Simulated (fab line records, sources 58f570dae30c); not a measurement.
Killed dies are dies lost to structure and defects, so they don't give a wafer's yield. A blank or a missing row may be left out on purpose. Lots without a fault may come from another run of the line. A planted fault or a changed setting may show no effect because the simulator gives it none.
fab line records | flow berkeley_cmos170
record lots=5 wafers=23
route steps=331 shown NSD@190 CONTACT@217 M1@238 V1@268 M2@283 V2@292
start_h: hours from the record's first day to the start of the lot's first wafer shown | wait_h: hours since the lot's step before | " the same as in the row above | L1.1+2: a row that stands for several wafers | - no value, or no start given | * or withheld: withheld | < > ~ a bound
route shown NAME@n: a module of which the file shows steps, and the number in the route of the first | usual: mean/standard deviation of fault-free wafers | same: alike in all rows | chamber/n: place in a boat | sites: the reading at each site | _std_site: their standard deviation | _edge_site: outer sites' mean less inner sites' | radius_mm: how far each site lies from the wafer's centre | mask NAME#n: copy n | behind: the tool/chamber that last shaped the wafer | hold: why the lot was held/for how many hours/how that ended | device: the transistor (n, p or np) that didn't switch | end of line: the same wafers' tests at the end of the route | a step without rows: its recipe alone | killed: dies lost to structure and defects at the first sort, not the wafer's yield | map: a wafer's dies, x killed, . not, _ none there
set.NAME: the setting as run; set.NAME@STEP: as run at that earlier step | model.NAME: the simulator's own value behind a step, which no gauge read
lots whose settings were changed on purpose; a table a step, a row a wafer
## steps
# step UCB170_NSD_EXPOSE_03
# recipe mask_id=NSELECT_MOD na=0.5 sigma_outer=0.6 source_shape=conventional target_cd_nm=1200 dose_mj=30
# columns lot.wafer tool chamber start_h wait_h mask set.dose_mj
L077.1+2+3+5+6 krf_scanner-02 0 157.39 0.1 NSELECT_MOD#0 30
L079.1+5+6 krf_scanner-02 0 168.43 0.1 NSELECT_MOD#0 30
L079.2+3 " 0 " " NSELECT_MOD#0 31.98
L080.1+3 krf_scanner-02 0 169.23 0.5 NSELECT_MOD#0 30.64
L080.2+5+6 " 0 " " NSELECT_MOD#0 30
L085.2+5+6 krf_scanner-01 0 187.80 0.3 NSELECT_MOD#0 30
L084.1+4 krf_scanner-01 0 188.47 0.5 NSELECT_MOD#0 30
L084.3+5+6 " 0 " " NSELECT_MOD#0 28.28
# step UCB170_NSD_PEB_04
# recipe peb_temp_c=130 peb_time_s=withheld resist=KrF
# step UCB170_NSD_DEVELOP_05
# recipe developer=TMAH develop_time_s=45 resist=KrF dev_temp_c=21
# step UCB170_NSD_CD_MEAS_06
# recipe target_cd_nm=1200
# usual cd_nm=1201.0/1.5
# columns lot.wafer tool chamber start_h wait_h set.dose_mj@NSD_EXPOSE_03 cd_nm
L077.1 cd_sem-01 - 158.66 - 30 1199.0
L077.2 " - " " 30 1199.3
L077.3 " - " " 30 1199.4
L077.5 " - " " 30 1199.1
L077.6 " - " " 30 1201.0
L079.1 cd_sem-01 - 168.99 - 30 1202.5
L079.2 " - " " 31.98 1212.8
L079.3 " - " " 31.98 1214.4
L079.5 " - " " 30 1202.0
L079.6 " - " " 30 1202.0
L080.1 cd_sem-02 - 169.66 - 30.64 1202.2
L080.2 " - " " 30 1199.9
L080.3 " - " " 30.64 1203.6
L080.5 " - " " 30 1200.1
L080.6 " - " " 30 1199.0
L085.2 cd_sem-01 - 189.08 - 30 1201.2
L085.5 " - " " 30 1202.3
L085.6 " - " " 30 1202.7
L084.1 cd_sem-02 - 189.79 - 30 1201.3
L084.3 " - " " 28.28 1191.2
L084.4 " - " " 30 1201.7
L084.5 " - " " 28.28 1192.7
L084.6 " - " " 28.28 1192.7
# step UCB170_CONTACT_CVD_01
# recipe material=PSG target_thk_nm=700 temp_c=450 precursor=SiH4/O2/PH3 time_s=2820 pressure_mtorr=300 sih4_flow_sccm=60 o2_flow_sccm=90 ph3_flow_sccm=25
# columns lot.wafer tool chamber start_h wait_h set.sih4_flow_sccm model.PSG_of_CONTACT_CVD_01.thk_nm
L077.1 - - - 0.0 65 723.3
L077.2+3 " - " " 65 -
L077.5 " - " " 65 723.1
L077.6 " - " " 65 723.8
L079.1 - - - 1.9 64.16 711.9
L079.2 " - " " 64.16 718.9
L079.3+5 " - " " 64.16 -
L079.6 " - " " 64.16 715.3
L080.1+2+5 - - - 1.2 65.74 -
L080.3 " - " " 65.74 722.1
L080.6 " - " " 65.74 723.3
L085.2 lpcvd-01 0 193.52 0.0 60 698
L085.5 " 0 " " 60 694.9
L085.6 " 0 " " 60 705
L084.1 - - - 0.0 57.01 693.6
L084.3 " - " " 57.01 695.7
L084.4+6 " - " " 57.01 -
L084.5 " - " " 57.01 693.4
# step UCB170_CONTACT_ETCH_17
# recipe chemistry=N2/H2 target_depth_a=withheld overetch_a=withheld target=BARC time_s=withheld source_w=500 bias_w=100 pressure_mtorr=30 n2_flow_sccm=100 h2_flow_sccm=200
# columns lot.wafer tool chamber start_h wait_h set.source_w
L077.1+6 rie_diel-04 3,0 166.54 0.0 500
L077.2+3+5 " 2,0,1 " " 474.2
L079.1+3+5 rie_diel-04 1,2,3 177.12 0.0 500
L079.2+6 " 3,0 " " 463.9
L080.1+2+3+5+6 rie_diel-02 2,1,0,0,3 177.86 0.0 500
L085.2+5+6 rie_diel-03 2,1,2 197.96 0.0 500
L084.1+4+5 rie_diel-03 3,0,1 199.23 0.0 500
L084.3+6 " 2 " " 518.9
# step UCB170_CONTACT_ETCH_18
# recipe chemistry=CHF3/CF4/Ar target=PSG stop_on=TiSi2 CHF3_flow_sccm=45 cf4_flow_sccm=15 Ar_flow_sccm=150 pressure_mtorr=200 rf_w=700 target_depth_a=8400 over_etch_frac=0.2 time_s=195
# columns lot.wafer tool chamber start_h wait_h set.sih4_flow_sccm@CONTACT_CVD_01 model.etch.depth_nm
L077.1 rie_diel-04 3 - - 65 723.3
L077.2+3 " 2,0 " " 65 -
L077.5 " 1 " " 65 723.1
L077.6 " 0 " " 65 723.8
L079.1 rie_diel-04 1 - - 64.16 711.9
L079.2 " 3 " " 64.16 718.9
L079.3+5 " 2,3 " " 64.16 -
L079.6 " 0 " " 64.16 715.3
L080.1+2+5 rie_diel-02 2,1,0 - - 65.74 -
L080.3 " 0 " " 65.74 722.1
L080.6 " 3 " " 65.74 723.3
L085.2 rie_diel-03 2 - - 60 698
L085.5 " 1 " " 60 694.9
L085.6 " 2 " " 60 705
L084.1 rie_diel-03 3 - - 57.01 693.6
L084.3 " 2 " " 57.01 695.7
L084.4+6 " 0,2 " " 57.01 -
L084.5 " 1 " " 57.01 693.4
# step UCB170_M1_SPUTTER_00
# recipe material=Al target_thk_nm=600 time_s=80 power_w=6000 chamber_pressure_pa=0.5
# columns lot.wafer tool chamber start_h wait_h set.time_s model.Al_of_M1_SPUTTER_00.thk_nm
L077.1 pvd_sputter-04 - 167.10 0.0 80 612.4
L077.2 " - " " 89.85 677.6
L077.3 " - " " 89.85 685.1
L077.5 " - " " 80 600.6
L077.6 " - " " 80 607.7
L079.1 pvd_sputter-03 - 177.69 0.0 80 599.3
L079.2 " - " " 80 593
L079.3 " - " " 74.07 550.4
L079.5 " - " " 74.07 549.5
L079.6 " - " " 80 607.3
L080.1 pvd_sputter-01 - 178.42 0.0 75.47 562.9
L080.2 " - " " 75.47 576.3
L080.3 " - " " 80 601.8
L080.5 " - " " 75.47 566.9
L080.6 " - " " 80 597.5
L085.2 pvd_sputter-04 - 198.52 0.0 80 597.4
L085.5 " - " " 80 611.3
L085.6 " - " " 80 594.7
L084.1 pvd_sputter-04 - 199.79 0.0 80 596.3
L084.3 " - " " 80 597.1
L084.4 " - " " 85.3 640.5
L084.5 " - " " 80 598.8
L084.6 " - " " 85.3 652.2
# step UCB170_M1_RS_MEAS_01
# recipe thk_meas_gauge=four-point-probe reads=Al_of_M1_SPUTTER_00
# usual M1_AL_RS=0.0484/0.00071
# columns lot.wafer tool chamber start_h wait_h set.time_s@M1_SPUTTER_00 M1_AL_RS[ohm/sq]
L077.1 film_metro-02 - 167.16 0.0 80 0.0475
L077.2 " - " " 89.85 0.0429
L077.3 " - " " 89.85 0.0423
L077.5 " - " " 80 0.0483
L077.6 " - " " 80 0.0479
L079.1 film_metro-03 - 177.75 0.0 80 0.0486
L079.2 " - " " 80 0.0491
L079.3 " - " " 74.07 0.0531
L079.5 " - " " 74.07 0.0532
L079.6 " - " " 80 0.0480
L080.1 film_metro-03 - 178.48 0.0 75.47 0.0519
L080.2 " - " " 75.47 0.0507
L080.3 " - " " 80 0.0484
L080.5 " - " " 75.47 0.0514
L080.6 " - " " 80 0.0488
L085.2 film_metro-03 - 198.60 0.1 80 0.0488
L085.5 " - " " 80 0.0476
L085.6 " - " " 80 0.0490
L084.1 film_metro-02 - 199.86 0.0 80 0.0488
L084.3 " - " " 80 0.0488
L084.4 " - " " 85.3 0.0453
L084.5 " - " " 80 0.0487
L084.6 " - " " 85.3 0.0446
# step UCB170_M1_THK_MEAS_02
# recipe thk_meas_gauge=xrf reads=Al_of_M1_SPUTTER_00
# usual M1_AL_THK=597/9.7
# columns lot.wafer tool chamber start_h wait_h set.time_s@M1_SPUTTER_00 M1_AL_THK[nm]
L077.1 film_metro-02 - 167.28 0.1 80 607
L077.2 " - " " 89.85 674
L077.3 " - " " 89.85 682
L077.5 " - " " 80 599
L077.6 " - " " 80 608
L079.1 film_metro-03 - 177.87 0.1 80 595
L079.2 " - " " 80 589
L079.3 " - " " 74.07 545
L079.5 " - " " 74.07 547
L079.6 " - " " 80 604
L080.1 film_metro-03 - 178.60 0.1 75.47 557
L080.2 " - " " 75.47 571
L080.3 " - " " 80 598
L080.5 " - " " 75.47 560
L080.6 " - " " 80 590
L085.2 film_metro-03 - 198.71 0.1 80 588
L085.5 " - " " 80 605
L085.6 " - " " 80 587
L084.1 film_metro-02 - 199.98 0.1 80 598
L084.3 " - " " 80 596
L084.4 " - " " 85.3 640
L084.5 " - " " 80 599
L084.6 " - " " 85.3 653
# step UCB170_M1_COAT_03
# recipe resist=BARC temp_c=withheld time_s=withheld spin_rpm=3000 resist_thk_nm=withheld
# step UCB170_M1_COAT_04
# recipe resist=KrF spin_rpm=1500 resist_thk_nm=900
# step UCB170_M1_ETCH_11
# recipe chemistry=N2/H2 target_depth_a=withheld overetch_a=withheld target=BARC time_s=withheld source_w=500 bias_w=102.7 pressure_mtorr=30 n2_flow_sccm=100 h2_flow_sccm=200
# step UCB170_M1_METAL_ETCH_12
# recipe chemistry=Cl2/BCl3 target=Al stop_on=PSG pressure_mtorr=12 target_depth_a=7800 over_etch_frac=0.3 time_s=130 icp_w=600 bias_w=120 Cl2_flow_sccm=90 bcl3_flow_sccm=45
# usual oes_product_au=0.865/0.014
# columns lot.wafer tool chamber start_h wait_h set.time_s@M1_SPUTTER_00 oes_product_au
L077.1 rie_metal-03 0 168.92 - 80 0.865
L077.2 " 1 " " 89.85 0.935
L077.3 " 1 " " 89.85 0.949
L077.5 " 0 " " 80 0.846
L077.6 " 1 " " 80 0.881
L079.1 rie_metal-03 1 179.35 - 80 0.872
L079.2 " 1 " " 80 0.865
L079.3 " 1 " " 74.07 0.831
L079.5 " 1 " " 74.07 0.833
L079.6 " 1 " " 80 0.882
L080.1 rie_metal-04 1 180.02 - 75.47 0.841
L080.2 " 0 " " 75.47 0.839
L080.3 " 0 " " 80 0.862
L080.5 " 0 " " 75.47 0.840
L080.6 " 1 " " 80 0.864
L085.2 rie_metal-03 0 200.90 - 80 0.849
L085.5 " 1 " " 80 0.894
L085.6 " 0 " " 80 0.843
L084.1 rie_metal-02 0 201.66 - 80 0.843
L084.3 " 0 " " 80 0.842
L084.4 " 1 " " 85.3 0.906
L084.5 " 1 " " 80 0.871
L084.6 " 0 " " 85.3 0.888
# step UCB170_V1_ETCH_14
# recipe chemistry=CHF3/CF4/Ar target=SiO2 stop_on=Al CHF3_flow_sccm=45 cf4_flow_sccm=15 Ar_flow_sccm=150 pressure_mtorr=200 rf_w=700 target_depth_a=12500 over_etch_frac=0.25 time_s=291
# columns lot.wafer tool chamber start_h wait_h set.time_s model.KrF_of_V1_COAT_07.thk_nm
L077.1 rie_diel-03 2 179.42 0.0 315.6 591.2
L077.2 " 3 " " 315.6 587.8
L077.3 " 0 " " 291 607.7
L077.5 " 3 " " 291 612.2
L077.6 " 2 " " 315.6 594.1
L079.1 rie_diel-03 2 189.73 0.0 255.9 649.1
L079.2 " 1 " " 291 617.6
L079.3 " 3 " " 291 617.8
L079.5 " 0 " " 255.9 643.3
L079.6 " 3 " " 255.9 650
L080.1 rie_diel-03 2 190.10 0.0 291 613.1
L080.2 " 1 " " 291 616.5
L080.3 " 0 " " 291 611.4
L080.5 " 2 " " 291 608.9
L080.6 " 1 " " 291 614.4
L085.2 rie_diel-03 0 208.21 0.0 291 611.3
L085.5 " 2 " " 291 609.7
L085.6 " 1 " " 291 611.9
L084.1 rie_diel-01 1 208.49 0.0 291 607.3
L084.3 " 1 " " 291 609.9
L084.4 " 0 " " 291 609.5
L084.5 " 1 " " 291 610
L084.6 " 0 " " 291 614.9
# step UCB170_V1_STRIP_15
# recipe chemistry=O2 power_w=400 pressure_mtorr=3500 platen_temp_c=withheld o2_flow_sccm=400 overash_fraction=0.5
# usual strip_time_to_endpoint_s=15.35/0.096
# columns lot.wafer tool chamber start_h wait_h set.time_s@V1_ETCH_14 strip_time_to_endpoint_s
L077.1 plasma_asher-04 1 179.60 0.1 315.6 14.86
L077.2 " 0 " " 315.6 14.79
L077.3 " 1 " " 291 15.26
L077.5 " 0 " " 291 15.37
L077.6 " 1 " " 315.6 14.93
L079.1 plasma_asher-03 0 189.91 0.1 255.9 16.16
L079.2 " 1 " " 291 15.49
L079.3 " 0 " " 291 15.48
L079.5 " 0 " " 255.9 16.02
L079.6 " 1 " " 255.9 16.20
L080.1 plasma_asher-01 1 190.28 0.1 291 15.38
L080.2 " 0 " " 291 15.46
L080.3 " 1 " " 291 15.35
L080.5 " 1 " " 291 15.29
L080.6 " 0 " " 291 15.42
L085.2 plasma_asher-04 1 208.39 0.1 291 15.35
L085.5 " 0 " " 291 15.31
L085.6 " 1 " " 291 15.35
L084.1 plasma_asher-04 1 208.75 0.2 291 15.23
L084.3 " 0 " " 291 15.32
L084.4 " 1 " " 291 15.30
L084.5 " 1 " " 291 15.31
L084.6 " 0 " " 291 15.42
# step UCB170_M2_EXPOSE_12
# recipe mask_id=METAL2 target_cd_nm=700 na=0.5 sigma_outer=0.6 source_shape=conventional dose_mj=26
# columns lot.wafer tool chamber start_h wait_h mask set.dose_mj
L077.1+2+3+5+6 krf_scanner-02 0 181.47 - METAL2#0 26
L079.1+5 krf_scanner-01 0 192.42 - METAL2#0 26
L079.2+3+6 " 0 " " METAL2#0 24.16
L080.1+2+6 krf_scanner-01 0 192.91 - METAL2#0 26
L080.3+5 " 0 " " METAL2#0 27.82
L085.2+5+6 krf_scanner-01 0 210.76 - METAL2#0 26
L084.1+3+4+5+6 krf_scanner-02 0 211.24 - METAL2#0 26
# step UCB170_M2_PEB_13
# recipe peb_temp_c=130 peb_time_s=withheld resist=KrF
# step UCB170_M2_DEVELOP_14
# recipe developer=TMAH develop_time_s=45 resist=KrF dev_temp_c=21
# step UCB170_M2_CD_MEAS_15
# recipe target_cd_nm=700
# usual cd_nm=700.3/1.2
# columns lot.wafer tool chamber start_h wait_h set.dose_mj@M2_EXPOSE_12 cd_nm
L077.1 cd_sem-01 - 182.22 - 26 699.7
L077.2 " - " " 26 699.1
L077.3 " - " " 26 699.5
L077.5 " - " " 26 699.8
L077.6 " - " " 26 698.4
L079.1 cd_sem-01 - 192.81 - 26 700.4
L079.2 " - " " 24.16 714.5
L079.3 " - " " 24.16 712.3
L079.5 " - " " 26 702.3
L079.6 " - " " 24.16 711.5
L080.1 cd_sem-02 - 193.30 - 26 699.7
L080.2 " - " " 26 699.2
L080.3 " - " " 27.82 687.7
L080.5 " - " " 27.82 688.6
L080.6 " - " " 26 698.7
L085.2 cd_sem-02 - 211.29 - 26 699.3
L085.5 " - " " 26 700.8
L085.6 " - " " 26 699.2
L084.1 cd_sem-02 - 211.88 - 26 701.2
L084.3 " - " " 26 700.2
L084.4 " - " " 26 700.6
L084.5 " - " " 26 699.1
L084.6 " - " " 26 700.6
# step UCB170_M2_ETCH_17
# recipe chemistry=N2/H2 target_depth_a=withheld overetch_a=withheld target=BARC time_s=withheld source_w=500 bias_w=100 pressure_mtorr=30 n2_flow_sccm=100 h2_flow_sccm=200
# columns lot.wafer tool chamber start_h wait_h set.dose_mj@M2_EXPOSE_12 model.M2.cd_nm
L077.1 rie_diel-01 1 182.38 0.0 26 699
L077.2 " 0 " " 26 700.2
L077.3 " 2 " " 26 701.2
L077.5 " 1 " " 26 698.7
L077.6 " 2 " " 26 700.4
L079.1 rie_diel-03 1 192.97 0.0 26 700.2
L079.2 " 3 " " 24.16 713.7
L079.3 " 2 " " 24.16 711.7
L079.5 " 1 " " 26 701.8
L079.6 " 2 " " 24.16 710.6
L080.1 rie_diel-01 1 193.45 0.0 26 699
L080.2 " 3 " " 26 700.4
L080.3+5 " 2 " " 27.82 689.4
L080.6 " 1 " " 26 697.3
L085.2 rie_diel-01 1 211.43 0.0 26 697.7
L085.5 " 1 " " 26 699.2
L085.6 " 2 " " 26 700.7
L084.1 rie_diel-01 3 212.03 0.0 26 700.8
L084.3 " 0 " " 26 701.4
L084.4 " 2 " " 26 701.6
L084.5 " 2 " " 26 700.2
L084.6 " 1 " " 26 699.1
# step UCB170_V2_CVD_00
# recipe material=SiO2 target_thk_nm=2000 temp_c=390 precursor=TEOS/O2 time_s=250 rf_w=550 pressure_mtorr=9000
# columns lot.wafer tool chamber start_h wait_h set.time_s model.SiO2_of_V2_CVD_00.thk_nm
L077.1 pecvd-03 1 183.02 0.1 277.1 2225
L077.2 " 2 " " 250 1994
L077.3 " 0 " " 277.1 2156
L077.5 " 1 " " 250 2033
L077.6 " 0 " " 250 2010
L079.1 pecvd-02 1 193.42 0.1 250 1931
L079.2 " 2 " " 250 1949
L079.3 " 0 " " 287 2240
L079.5 " 0 " " 287 2260
L079.6 " 2 " " 287 2252
L080.1 pecvd-03 0 193.90 0.1 228.5 -
L080.2 " 2 " " 250 -
L080.3 " 1 " " 228.5 1840
L080.5 " 0 " " 250 2014
L080.6 " 1 " " 250 2003
L085.2 pecvd-04 1 211.88 0.1 250 1956
L085.5 " 2 " " 250 2021
L085.6 " 1 " " 250 2000
L084.1 pecvd-02 0 212.48 0.1 229.7 1778
L084.3 " 1 " " 250 1962
L084.4 " 2 " " 229.7 1773
L084.5 " 1 " " 250 1946
L084.6 " 0 " " 250 1976
# step UCB170_V2_THK_MEAS_01
# recipe reads=SiO2_of_V2_CVD_00
# usual V2_TEOS_THK=1986/27
# columns lot.wafer tool chamber start_h wait_h set.time_s@V2_CVD_00 V2_TEOS_THK[nm]
L077.1 film_metro-03 - 183.17 0.1 277.1 2224
L077.2 " - " " 250 1993
L077.3 " - " " 277.1 2156
L077.5 " - " " 250 2032
L077.6 " - " " 250 2011
L079.1 film_metro-01 - 193.58 0.1 250 1931
L079.2 " - " " 250 1949
L079.3 " - " " 287 2239
L079.5 " - " " 287 2260
L079.6 " - " " 287 2251
L080.1 film_metro-01 - 194.06 0.1 228.5 1807
L080.2 " - " " 250 1999
L080.3 " - " " 228.5 1841
L080.5 " - " " 250 2014
L080.6 " - " " 250 2004
L085.2 film_metro-03 - 212.04 0.1 250 1957
L085.5 " - " " 250 2021
L085.6 " - " " 250 1998
L084.1 film_metro-01 - 212.64 0.1 229.7 1778
L084.3 " - " " 250 1962
L084.4 " - " " 229.7 1774
L084.5 " - " " 250 1947
L084.6 " - " " 250 1976
## key
split step=UCB170_NSD_EXPOSE_03 setting=dose_mj stated=30 by=wafer
response step=UCB170_NSD_CD_MEAS_06 reading=cd_nm change=+1.68 per=1% r=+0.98
split step=UCB170_CONTACT_CVD_01 setting=sih4_flow_sccm stated=60 by=lot
response step=UCB170_CONTACT_CVD_01 reading=model.PSG_of_CONTACT_CVD_01.thk_nm change=+2.13 per=1% r=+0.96
response step=UCB170_CONTACT_ETCH_18 reading=model.etch.depth_nm change=+2.13 per=1% r=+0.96
split step=UCB170_CONTACT_ETCH_17 setting=source_w stated=500 by=wafer
response none clear
split step=UCB170_M1_SPUTTER_00 setting=time_s stated=80 by=wafer
response step=UCB170_M1_SPUTTER_00 reading=model.Al_of_M1_SPUTTER_00.thk_nm change=+6.32 per=1% r=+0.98
response step=UCB170_M1_RS_MEAS_01 reading=M1_AL_RS change=-0.000496 per=1% r=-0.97
response step=UCB170_M1_THK_MEAS_02 reading=M1_AL_THK change=+6.28 per=1% r=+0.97
response step=UCB170_M1_METAL_ETCH_12 reading=oes_product_au change=+0.00599 per=1% r=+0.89
split step=UCB170_V1_ETCH_14 setting=time_s stated=291 by=wafer
response step=UCB170_V1_ETCH_14 reading=model.KrF_of_V1_COAT_07.thk_nm change=-2.39 per=1% r=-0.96
response step=UCB170_V1_STRIP_15 reading=strip_time_to_endpoint_s change=* per=1% r=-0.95
split step=UCB170_M2_EXPOSE_12 setting=dose_mj stated=26 by=wafer
response step=UCB170_M2_CD_MEAS_15 reading=cd_nm change=-1.6 per=1% r=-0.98
response step=UCB170_M2_ETCH_17 reading=model.M2.cd_nm change=-1.46 per=1% r=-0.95
split step=UCB170_V2_CVD_00 setting=time_s stated=250 by=wafer
response step=UCB170_V2_CVD_00 reading=model.SiO2_of_V2_CVD_00.thk_nm change=+19.9 per=1% r=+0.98
response step=UCB170_V2_THK_MEAS_01 reading=V2_TEOS_THK change=+20.1 per=1% r=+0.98
